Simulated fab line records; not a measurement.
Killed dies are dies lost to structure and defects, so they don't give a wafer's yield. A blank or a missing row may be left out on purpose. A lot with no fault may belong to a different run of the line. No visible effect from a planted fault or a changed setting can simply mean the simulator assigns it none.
What tool caused it? + flow rit_cmos + Sampling: 13 lots, 39 wafers, 2 of 202 route steps

== WHAT THE GAUGES READ, wafer by wafer ==
RIT_GATE_THK_MEAS_09. Usual: for GATE_POLY_THK the level is 240.5 nm and the standard deviation is 2.4.
| lot  | measured    | on            | GATE_POLY_THK (nm)                  | flag |
|------|-------------|---------------|-------------------------------------|------|
| L300 | day 2 11:23 | film_metro-02 | 236.5 238.4 239.9                   |      |
| L302 | day 2 21:23 | film_metro-02 | 241.9 242.4 240.4                   |      |
| L303 | day 3 02:47 | film_metro-02 | 241.3 239.8 240.3                   |      |
| L304 | day 3 06:58 | film_metro-01 | 240.4 241.8 241.8                   |      |
| L305 | day 3 12:01 | film_metro-01 | 241.6 243.1 244.5                   |      |
| L308 | day 4 03:11 | film_metro-03 | 235.7 238.3 235.7                   |      |
| L311 | day 4 18:37 | film_metro-02 | 227.3 227.6 227.0 227.4 227.5 227.2 | OFF  |
| L315 | day 5 14:12 | film_metro-03 | 237.4 237.2 237.3                   |      |
| L316 | day 5 20:10 | film_metro-03 | 238.7 241.2 238.8                   |      |
| L317 | day 6 02:20 | film_metro-01 | 242.3 242.8 244.1                   |      |
| L320 | day 6 15:35 | film_metro-01 | 238.6 238.6 238.2                   |      |
| L321 | day 6 21:19 | film_metro-02 | 242.6 244.8 241.3                   |      |
| L323 | day 7 11:13 | film_metro-02 | 245.3 243.4 245.2                   |      |

== TOOL THAT RAN EACH LOT (tool first, then ch and the chambers of the sampled wafers, then the start) ==
| lot  | RIT_GATE_CVD_08            |
|------|----------------------------|
| L300 | lpcvd-01 ch 0, day 2 09:46 |
| L302 | lpcvd-01 ch 1, day 2 19:46 |
| L303 | lpcvd-02 ch 1, day 3 01:10 |
| L304 | lpcvd-01 ch 1, day 3 05:19 |
| L305 | lpcvd-02 ch 0, day 3 10:24 |
| L308 | lpcvd-01 ch 1, day 4 01:33 |
| L311 | lpcvd-01 ch 0, day 4 16:59 |
| L315 | lpcvd-02 ch 1, day 5 12:34 |
| L316 | lpcvd-02 ch 0, day 5 18:32 |
| L317 | lpcvd-02 ch 0, day 6 00:42 |
| L320 | lpcvd-02 ch 0, day 6 13:58 |
| L321 | lpcvd-02 ch 1, day 6 19:42 |
| L323 | lpcvd-02 ch 0, day 7 09:35 |
- RIT_GATE_CVD_08: deposits poly-Si from SiH4, target thk 250 nm, time 2220 s.

== WHAT THE TOOLS THEMSELVES READ (means of the sampled wafers that have a number; where no wafer has one, the mark that the record gives instead) ==
RIT_GATE_CVD_08. Usual: 12.2 % for zone_power_source_pct, sd 1.7.
| lot  | tool     | zone_power_source_pct (%) | flag |
|------|----------|---------------------------|------|
| L300 | lpcvd-01 | 11.4                      |      |
| L302 | lpcvd-01 | 15.0                      |      |
| L303 | lpcvd-02 | 11.9                      |      |
| L304 | lpcvd-01 | 15.0                      |      |
| L305 | lpcvd-02 | 10.8                      |      |
| L308 | lpcvd-01 | 14.9                      |      |
| L311 | lpcvd-01 | 11.2                      |      |
| L315 | lpcvd-02 | 11.9                      |      |
| L316 | lpcvd-02 | 10.8                      |      |
| L317 | lpcvd-02 | 10.9                      |      |
| L320 | lpcvd-02 | 11.0                      |      |
| L321 | lpcvd-02 | 11.9                      |      |
| L323 | lpcvd-02 | 10.8                      |      |

== THE ANSWER, worked out from the rows above alone ==
Rule: lot off if the mean of its wafers having a number is beyond 3 standard deviations from the usual mean. Also off: a lot with no number at a reading for which 4 or more lots have one. Where the step has rows for the other lots, those lots are counted as sound. First the gauges in route order, then the tools' own readings, where a lot's mean is used as printed above. At the first step where some lot is off, the reading lying furthest off is the one used; lots without a number count as furthest.
Off: L311, at RIT_GATE_THK_MEAS_09 (GATE_POLY_THK).
A tool fits if, at a process step before that reading, it ran every lot that is off, and no sound lot after the first of them. Gauges at RIT_GATE_THK_MEAS_09: tried the same way as those tools. One fits: lpcvd-01 at RIT_GATE_CVD_08. Its last sound lot is L308 (day 4 01:33), its first lot that is off L311 (day 4 16:59): a fault that began between those two fits.

== WHAT HAD BEEN PUT IN BY THE SIMULATOR ==
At RIT_GATE_CVD_08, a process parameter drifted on lpcvd-01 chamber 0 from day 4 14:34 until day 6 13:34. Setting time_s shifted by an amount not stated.
Struck lots among those shown: L311. The rule given above showed the same thing.
